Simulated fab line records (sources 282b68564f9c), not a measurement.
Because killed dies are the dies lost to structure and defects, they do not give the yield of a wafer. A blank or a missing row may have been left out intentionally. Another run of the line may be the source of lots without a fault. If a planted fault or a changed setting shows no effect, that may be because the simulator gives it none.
Split-lot experiment + flow rit-cmos + 23 wafers read from 5 lots, route of 202 steps

== SPLIT DETAILS ==
At RIT_PWELL_IMPLANT_08, the setting energy-kev was moved away from the recipe's 170 on 8 of the 23 wafers read, by -4.4% to +4.5%. All remaining wafers had this setting at the recipe value.

The reading comes from the split's own step.

== THE READING ==
implant.drp-nm (the simulator's own value, which no gauge read), in nm, at RIT_PWELL_IMPLANT_08. There is no usual value for it anywhere in the file.

| wafer  | tool, chamber at the split | energy-kev as run | against the recipe | implant.drp-nm, nm | against lot-mates on the recipe |
|--------|----------------------------|-------------------|--------------------|--------------------|---------------------------------|
| L074.1 | implanter-01, 0            | 162.6             | -4.4%              | 101.3              | -1.6                            |
| L074.4 | implanter-01, 0            | 162.6             | -4.4%              | 101.3              | -1.6                            |
| L074.2 | implanter-01, 0            | 170               | recipe             | 102.9              | -                               |
| L074.5 | implanter-01, 0            | 170               | recipe             | 102.9              | -                               |
| L074.6 | implanter-01, 0            | 170               | recipe             | 102.9              | -                               |
| L075.1 | implanter-01, 0            | 177.6             | +4.5%              | 104.1              | +1.2                            |
| L075.2 | implanter-01, 0            | 177.6             | +4.5%              | 104.1              | +1.2                            |
| L075.3 | implanter-01, 0            | 170               | recipe             | 102.9              | -                               |
| L075.4 | implanter-01, 0            | 170               | recipe             | 102.9              | -                               |
| L075.6 | implanter-01, 0            | 170               | recipe             | 102.9              | -                               |
| L078.1 | implanter-03, 0            | 162.8             | -4.2%              | 101.3              | -1.6                            |
| L078.3 | implanter-03, 0            | 162.8             | -4.2%              | 101.3              | -1.6                            |
| L078.4 | implanter-03, 0            | 170               | recipe             | 102.9              | -                               |
| L078.5 | implanter-03, 0            | 170               | recipe             | 102.9              | -                               |
| L078.6 | implanter-03, 0            | 170               | recipe             | 102.9              | -                               |
| L080.1 | implanter-03, 0            | 170               | recipe             | 102.9              | -                               |
| L080.5 | implanter-03, 0            | 170               | recipe             | 102.9              | -                               |
| L080.6 | implanter-03, 0            | 170               | recipe             | 102.9              | -                               |
| L080.2 | implanter-03, 0            | 166.8             | -1.9%              | 102.2              | -0.7                            |
| L080.3 | implanter-03, 0            | 166.8             | -1.9%              | 102.2              | -0.7                            |
| L085.2 | implanter-01, 0            | 170               | recipe             | 102.9              | -                               |
| L085.3 | implanter-01, 0            | 170               | recipe             | 102.9              | -                               |
| L085.6 | implanter-01, 0            | 170               | recipe             | 102.9              | -                               |

FIT RESULTS
A straight line over all 23 wafers: implant.drp-nm changes by +0.332 nm for each +1% of energy-kev; r = +0.99; the points scatter about the line by 0.1 nm.
The same after taking each lot's own level away (the mean of its wafers on the recipe; 23 wafers): +0.332 nm for each +1%; r = +0.99; scatter 0.1 nm.
That fit puts the effect of the largest move of energy-kev on the reading at 1.5 nm.
The lots' own levels span 102.90 to 102.90 nm.
The two slopes are in agreement: the lot-to-lot level therefore moves the slope only a little.
Check: with one of the wafers moved furthest among these (+4.5%) left out of the fit, the line predicts +1.5 nm for it against its lot-mates. Against them it came out at +1.2 nm.

== OTHER SPLITS ON THESE WAFERS ==
These wafers also went through other splits before the reading. Each is held against what the fit with the lots' levels taken away leaves over:
| other split on the same wafers       | wafers away from the commonest value | r with implant.drp-nm (lot level and that fit taken away) |
|--------------------------------------|--------------------------------------|-----------------------------------------------------------|
| RIT_ACTIVE_OXIDATION_01 temp-c       | 15                                   | -0.35                                                     |
| RIT_ACTIVE_DEVELOP_10 develop-time-s | 8                                    | +0.03                                                     |
| RIT_NWELL_IMPLANT_08 energy-kev      | 5                                    | +0.20                                                     |

== THE WHOLE CHAIN: every reading that the file lists as answering this split, in the file's order ==
| step                 | what it does | reading                                                         | change (the file's fit)               | r (the file's) |
|----------------------|--------------|-----------------------------------------------------------------|---------------------------------------|----------------|
| RIT_PWELL_IMPLANT_08 |              | implant.rp-nm (the simulator's own value, which no gauge read)  | +3.64 nm for each +1% of the setting  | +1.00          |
| RIT_PWELL_IMPLANT_08 |              | implant.drp-nm (the simulator's own value, which no gauge read) | +0.337 nm for each +1% of the setting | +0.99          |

== FILE'S OWN FIT ==
implant.drp-nm changes by +0.337 nm for each +1% of energy-kev, r = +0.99.
